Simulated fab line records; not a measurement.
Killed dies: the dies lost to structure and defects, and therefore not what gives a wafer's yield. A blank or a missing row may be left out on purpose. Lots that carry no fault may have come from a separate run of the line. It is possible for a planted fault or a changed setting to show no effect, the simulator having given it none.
Comparing a struck lot with a sound one + flow rit-cmos + 15 steps out of a route of 202
Sound: wafers L700.1, L700.3, L700.4. Wafers struck: L717.3, L717.4, L717.5. The cause comes at the end.
Order at every step that has rows: each side's tool, ch and its chambers, its first start. Under that, the readings that differ: sound wafers + struck wafers + difference of the means + sigmas: that difference in standard deviations of wafers without a fault.
alike: readings with means less than 2 such deviations apart, plus words and numbers identical on both sides. not compared: withheld readings, readings lacking a value on some wafer, bounds such as >300 that could conceal the same value, and numbers that have no deviation in the record and whose values overlap.
Wherever a step has rows on one side only, a row that says differs or no value, or a row with sigmas, the two part there. Numbers that have no deviation but don't overlap get no sigmas and don't part them. A reading that every wafer of one side lacks parts them only if that side has two wafers or more.

RIT_GATE_THK_MEAS_07:
  sound on film-metro-04, day 2 12:17; struck on film-metro-01, day 5 22:21
  alike: GATE_OXIDE_THK
then, 1 step without rows for these wafers: RIT_GATE_CVD_08 (deposits poly-Si from SiH4, target thk 250 nm, time 2220 s).
RIT_GATE_THK_MEAS_09:
  sound on film-metro-03, day 2 13:58; struck on film-metro-04, day 6 00:10
| reading            | sound             | struck            | difference | sigmas |
|--------------------|-------------------|-------------------|------------|--------|
| GATE_POLY_THK (nm) | 253.3 254.3 252.5 | 247.5 247.0 248.0 | -5.9       | -2     |
then, 6 steps without rows for these wafers: RIT_GATE_HMDS_10 (prime time 60 s); RIT_GATE_COAT_11 (resist thk 850 nm); RIT_GATE_SOFTBAKE_12 (time 60 s); RIT_GATE_EXPOSE_13 (exposes mask M6, target cd 150 nm); RIT_GATE_PEB_14; RIT_GATE_DEVELOP_15 (develop time 50 s).
RIT_GATE_CD_MEAS_16 targets a cd of 150 nm.
  sound on cd-sem-01, day 2 15:04; struck on cd-sem-01, day 6 01:11
  alike: cd-nm
RIT_GATE_OVL_MEAS_17:
  sound on overlay-01, day 2 15:11; struck on overlay-01, day 6 01:16
  alike: GATE_OVL
then, 1 step without rows for these wafers: RIT_GATE_HARDBAKE_18 (time 60 s).
RIT_GATE_ETCH_19: etches poly-Si in SF6/CHF3/O2, stops on SiO2, time 165 s, target depth 312.5 nm.
  sound on rie-si-02 ch 0,2,3, day 2 15:23; struck on rie-si-01 ch 0,2, day 6 01:26
| reading                                   | sound             | struck               | difference | sigmas |
|-------------------------------------------|-------------------|----------------------|------------|--------|
| oes-product-au (a.u.)                     | 0.855 0.870 0.858 | 0.738 0.736 0.737    | -0.124     | -11    |
| over-etch-frac                            | 0.25 0.25 0.25    | 0.5384 0.5384 0.5384 | +0.2884    |        |
| model.NOVOLAK_of_GATE_COAT_11.thk-nm (nm) | 669.2 671.1 668.4 | 649 650 650          | -20        |        |
  alike: SF6_flow_sccm, drypump-motor-current-A, he-backside-leak-sccm, rf-fwd-power-W, throttle-valve-pct
  not compared: rf-hours-counter-h
RIT_GATE_STRIP_20: strips in O2, time 180 s.
  sound on plasma-asher-01 ch 0,1, day 2 15:29; struck on plasma-asher-03 ch 0,1, day 6 01:37
  alike: drypump-motor-current-A
  not compared: rf-hours-counter-h
RIT_M1_PROBE_99:
  sound on prober-02, day 3 13:10; struck on prober-01, day 6 23:59
| reading                                    | sound                | struck               | difference | sigmas |
|--------------------------------------------|----------------------|----------------------|------------|--------|
| killed-at-front-end                        | 4 5 4                | 10 14 11             | +7         | +3     |
| killed-dies                                | 4 5 4                | 10 14 11             | +7         | +3     |
| model.etest.pmos-turned.r-on-ohm-um        | 3542 3528 3394       | 3178 3302 3279       | -235       |        |
| model.etest.pmos_0p15.r-on-ohm-um          | 2821 2778 2731       | 2567 2695 2658       | -137       |        |
| model.etest.pmos_0p15.drive-ua-um          | 245.3 250.4 256.3    | 279.9 266.6 268.6    | +21.0      |        |
| model.etest.pmos-turned.drive-ua-um        | 180.3 181.7 191.4    | 209.8 200.6 203.9    | +20.3      |        |
| model.etest.pwell-pinched.rs-ohm-sq        | 459.9 451.8 462.9    | 469.1 467 464.2      | +8.6       |        |
| model.etest.nwell-pinched.rs-ohm-sq        | 331.6 329.9 330.9    | 346.5 347.1 345.4    | +15.5      |        |
| model.etest.pmos_0p15.swing-mv-dec         | 84.29 84.31 84.44    | 85.35 84.86 85.38    | +0.85      |        |
| model.etest.retro-edge-pmos.off-log10-a-um | -10.45 -10.27 -10.13 | -9.736 -9.873 -9.888 | +0.451     |        |
  alike: killed_at_M0_to_M3, killed-on-rim, killed-open, killed-short

== WHERE THEY PART ==
Earliest at RIT_GATE_THK_MEAS_09; latest, in this record, at RIT_M1_PROBE_99.

WHY: whatever the simulator had introduced
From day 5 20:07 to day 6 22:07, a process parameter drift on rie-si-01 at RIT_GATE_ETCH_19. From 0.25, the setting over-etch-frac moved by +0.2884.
